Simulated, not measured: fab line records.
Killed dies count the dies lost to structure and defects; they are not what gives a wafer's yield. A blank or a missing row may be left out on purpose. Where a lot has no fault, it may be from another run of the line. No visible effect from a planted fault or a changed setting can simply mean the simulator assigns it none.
fab line records + flow berkeley-cmos170
record:
- lots: 14
- wafers: 42
- last-day: 13
route steps=331 shown PFIELD@86
lots untouched by any fault: they come from a run of this same line in which no faults occurred
start-h: hours from the record's opening day to when the first of the lot's shown wafers began + wait-h: hours from the lot's prior step to this one + " repeats the value in the row above + L1.1+2: several wafers, shown together as one row + - no value present, or no start provided + * or withheld: withheld + < > ~ a bound
route shown NAME@n: NAME is a module with steps in the file, n the number in the route of the first one + usual: mean/standard deviation of fault-free wafers + same: alike in all rows + chamber/n: place in a boat + sites: each site's reading + _std_site: standard deviation across them + _edge_site: mean of outer sites minus mean of inner sites + radius-mm: how far each site lies from the wafer's centre + mask NAME#n: copy n + behind: the last tool/chamber to shape the wafer + hold: why the lot was held/for how many hours/how that ended + device: whichever transistor did not switch (one of n, p or np) + end of line: the tests these same wafers got at the end of their route + for a step that has no rows: nothing shown but its recipe + killed: count of dies lost to structure and defects at first sort (not the wafer's yield) + map: a wafer's dies, marking killed ones x, the rest . and places with no die _
set.NAME: the run value of the setting; set.NAME@STEP: its run value at that earlier step + model.NAME: the simulator's own value behind a step, which no gauge read
steps of the route over a sample of lots; a table a step, a row a wafer
services: a tool's chamber out of use, with start hour (start-h, from the record's first day; less than 0 if before it), hours out, and reason
== steps ==
step: UCB170_PFIELD_IMPLANT_07
recipe:
- species: B
- dose-cm2: 2e+13
- energy-kev: 80
- tilt-deg: 7
usual:
- dose-ions-cm2: 1.9997e+13/2.4e+10
- faraday-current-uA: 63.5/1.3
same:
- implant-ion-amu: 11
| lot.wafer | tool         | chamber | start-h | wait-h | dose-ions-cm2 | faraday-current-uA |
|-----------|--------------|---------|---------|--------|---------------|--------------------|
| L989.2    | implanter-02 | 0       | 108.25  | 0.0    | 1.9984e+13    | 63.6               |
| L989.3    | "            | 0       | "       | "      | 2.0012e+13    | 64.5               |
| L989.4    | "            | 0       | "       | "      | 2.0012e+13    | 65.2               |
| L987.1    | implanter-04 | 0       | 108.32  | 0.0    | 1.9961e+13    | 63.4               |
| L987.3    | "            | 0       | "       | "      | 1.9973e+13    | 63.1               |
| L987.5    | "            | 0       | "       | "      | 1.9972e+13    | 62.5               |
| L990.2    | implanter-02 | 0       | 115.21  | 0.0    | 2.0014e+13    | 63.1               |
| L990.5    | "            | 0       | "       | "      | 2.001e+13     | 63.3               |
| L990.6    | "            | 0       | "       | "      | 2.0054e+13    | 65.4               |
| L991.1    | implanter-04 | 0       | 130.71  | 0.0    | 2.0004e+13    | 64.1               |
| L991.3    | "            | 0       | "       | "      | 1.9979e+13    | 63.4               |
| L991.6    | "            | 0       | "       | "      | 2.0024e+13    | 65.0               |
| L992.2    | implanter-02 | 0       | 131.35  | 0.0    | 1.997e+13     | 64.8               |
| L992.4    | "            | 0       | "       | "      | 1.9962e+13    | 62.4               |
| L992.6    | "            | 0       | "       | "      | 1.9936e+13    | 63.7               |
| L993.2    | implanter-02 | 0       | 136.71  | 0.0    | 1.9949e+13    | 63.4               |
| L993.4    | "            | 0       | "       | "      | 2.0021e+13    | 61.7               |
| L993.5    | "            | 0       | "       | "      | 2.0003e+13    | 62.6               |
| L995.1    | implanter-04 | 0       | 136.92  | 0.0    | 1.9993e+13    | 62.8               |
| L995.4    | "            | 0       | "       | "      | 1.9996e+13    | 62.6               |
| L995.5    | "            | 0       | "       | "      | 2.0021e+13    | 63.8               |
| L997.2    | implanter-04 | 0       | 148.08  | 0.0    | 2.0024e+13    | 62.2               |
| L997.4    | "            | 0       | "       | "      | 2.0018e+13    | 63.4               |
| L997.5    | "            | 0       | "       | "      | 2.0003e+13    | 64.2               |
| L100.3    | implanter-02 | 0       | 158.78  | 0.1    | 1.9988e+13    | 63.3               |
| L100.4    | "            | 0       | "       | "      | 1.9984e+13    | 63.2               |
| L100.5    | "            | 0       | "       | "      | 1.9948e+13    | 65.1               |
| L998.2    | implanter-04 | 0       | 158.84  | 0.0    | 1.1257e+13    | 35.4               |
| L998.3    | "            | 0       | "       | "      | 1.1241e+13    | 35.6               |
| L998.6    | "            | 0       | "       | "      | 1.128e+13     | 36.4               |
| L102.3    | implanter-04 | 0       | 178.27  | 0.1    | 1.1217e+13    | 34.8               |
| L102.5    | "            | 0       | "       | "      | 1.1259e+13    | 36.2               |
| L102.6    | "            | 0       | "       | "      | 1.1222e+13    | 35.6               |
| L108.2    | implanter-02 | 0       | 202.69  | 0.0    | 2.0012e+13    | 63.0               |
| L108.3    | "            | 0       | "       | "      | 2.0035e+13    | 64.1               |
| L108.4    | "            | 0       | "       | "      | 2.0018e+13    | 63.4               |
| L107.1    | implanter-03 | 0       | 202.86  | 0.0    | 2.0001e+13    | 63.4               |
| L107.4    | "            | 0       | "       | "      | 2.0003e+13    | 60.6               |
| L107.6    | "            | 0       | "       | "      | 2.0012e+13    | 63.6               |
| L106.1    | implanter-02 | 0       | 203.22  | 0.0    | 2.0012e+13    | 63.2               |
| L106.3    | "            | 0       | "       | "      | 1.9995e+13    | 63.0               |
| L106.4    | "            | 0       | "       | "      | 1.9987e+13    | 64.6               |
step: UCB170_PFIELD_TW_MEAS_09
usual:
- PFIELD_TW: 599/3.1
| lot.wafer | tool          | chamber | start-h | wait-h | hold                     | PFIELD_TW |
|-----------|---------------|---------|---------|--------|--------------------------|-----------|
| L989.2    | film-metro-01 | -       | 108.48  | 0.1    | -                        | 600       |
| L989.3    | "             | -       | "       | "      | -                        | 598       |
| L989.4    | "             | -       | "       | "      | -                        | 597       |
| L987.1    | film-metro-02 | -       | 108.57  | 0.1    | -                        | 596       |
| L987.3    | "             | -       | "       | "      | -                        | 594       |
| L987.5    | "             | -       | "       | "      | -                        | 595       |
| L990.2    | film-metro-01 | -       | 115.45  | 0.1    | -                        | 600       |
| L990.5    | "             | -       | "       | "      | -                        | 598       |
| L990.6    | "             | -       | "       | "      | -                        | 597       |
| L991.1    | film-metro-02 | -       | 130.96  | 0.1    | -                        | 598       |
| L991.3    | "             | -       | "       | "      | -                        | 594       |
| L991.6    | "             | -       | "       | "      | -                        | 593       |
| L992.2    | film-metro-02 | -       | 131.58  | 0.1    | -                        | 598       |
| L992.4    | "             | -       | "       | "      | -                        | 597       |
| L992.6    | "             | -       | "       | "      | -                        | 597       |
| L993.2    | film-metro-01 | -       | 136.94  | 0.1    | -                        | 592       |
| L993.4    | "             | -       | "       | "      | -                        | 592       |
| L993.5    | "             | -       | "       | "      | -                        | 593       |
| L995.1    | film-metro-03 | -       | 137.17  | 0.1    | -                        | 604       |
| L995.4    | "             | -       | "       | "      | -                        | 605       |
| L995.5    | "             | -       | "       | "      | -                        | 603       |
| L997.2    | film-metro-01 | -       | 148.32  | 0.1    | -                        | 601       |
| L997.4    | "             | -       | "       | "      | -                        | 598       |
| L997.5    | "             | -       | "       | "      | -                        | 602       |
| L100.3    | film-metro-01 | -       | 159.04  | 0.1    | -                        | 601       |
| L100.4    | "             | -       | "       | "      | -                        | 599       |
| L100.5    | "             | -       | "       | "      | -                        | 602       |
| L998.2    | film-metro-02 | -       | 159.09  | 0.1    | await-dispo/0.2h/release | 497       |
| L998.3    | "             | -       | "       | "      | await-dispo/0.2h/release | 500       |
| L998.6    | "             | -       | "       | "      | await-dispo/0.2h/release | 499       |
| L998.2    | film-metro-02 | -       | 159.32  | 0.2    | -                        | 496       |
| L998.3    | "             | -       | "       | "      | -                        | 497       |
| L998.6    | "             | -       | "       | "      | -                        | 500       |
| L102.3    | film-metro-01 | -       | 178.49  | 0.1    | await-dispo/0.2h/release | 500       |
| L102.5    | "             | -       | "       | "      | await-dispo/0.2h/release | 502       |
| L102.6    | "             | -       | "       | "      | await-dispo/0.2h/release | 501       |
| L102.3    | film-metro-01 | -       | 178.72  | 0.2    | -                        | 503       |
| L102.5    | "             | -       | "       | "      | -                        | 503       |
| L102.6    | "             | -       | "       | "      | -                        | 500       |
| L108.2    | film-metro-02 | -       | 202.93  | 0.1    | -                        | 594       |
| L108.3    | "             | -       | "       | "      | -                        | 596       |
| L108.4    | "             | -       | "       | "      | -                        | 594       |
| L107.1    | film-metro-03 | -       | 203.11  | 0.1    | -                        | 607       |
| L107.4    | "             | -       | "       | "      | -                        | 604       |
| L107.6    | "             | -       | "       | "      | -                        | 605       |
| L106.1    | film-metro-01 | -       | 203.47  | 0.1    | -                        | 598       |
| L106.3    | "             | -       | "       | "      | -                        | 597       |
| L106.4    | "             | -       | "       | "      | -                        | 601       |
== services ==
| tool         | chamber | start-h | hours | kind   |
|--------------|---------|---------|-------|--------|
| implanter-02 | -       | 171.37  | 7.8   | pm     |
| implanter-04 | -       | 175.79  | 1.8   | repair |
| implanter-02 | -       | 197.27  | 2.4   | repair |
== key ==
first-sign:
- step: UCB170_PFIELD_IMPLANT_07
- reading: dose-ions-cm2
- direction: down
- sigmas: 99+
- usual: 1.9997e+13
- struck: 1.1246e+13
effect:
- step: UCB170_PFIELD_IMPLANT_07
- reading: faraday-current-uA
- direction: down
- sigmas: 22
- usual: 63.5
- struck: 35.7
effect:
- step: UCB170_PFIELD_TW_MEAS_09
- reading: visit
- direction: added
effect:
- step: UCB170_PFIELD_TW_MEAS_09
- reading: PFIELD_TW
- direction: down
- sigmas: 32
- usual: 599
- struck: 500
met-at UCB170_PFIELD_IMPLANT_07
struck-lots L998,L102
sort-left-out L102.3,L102.5,L102.6
tester-left-out L998,L102
onset-between 148.08 158.84
fault:
- kind: process-parameter-drift
- tool: implanter-04
- chamber: -
- onset-h: 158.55
- steps: UCB170_PFIELD_IMPLANT_07
- channel: dose-cm2
- offset: -8.7547e+12
- shape: step
- end-h: 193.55
- acts-in: these-recipes-only
- stated: 2e+13
tester-left-out: of these lots the tester's yield and bins aren't shown, on N5 and GAA mostly nor the transistor test; their killed dies are dies lost to structure and defects alone, not to doping, threshold or leakage, so they don't give the yield
sort-left-out: the simulated sort isn't trusted on such a fault, so these wafers' sort isn't shown, and their yield isn't known
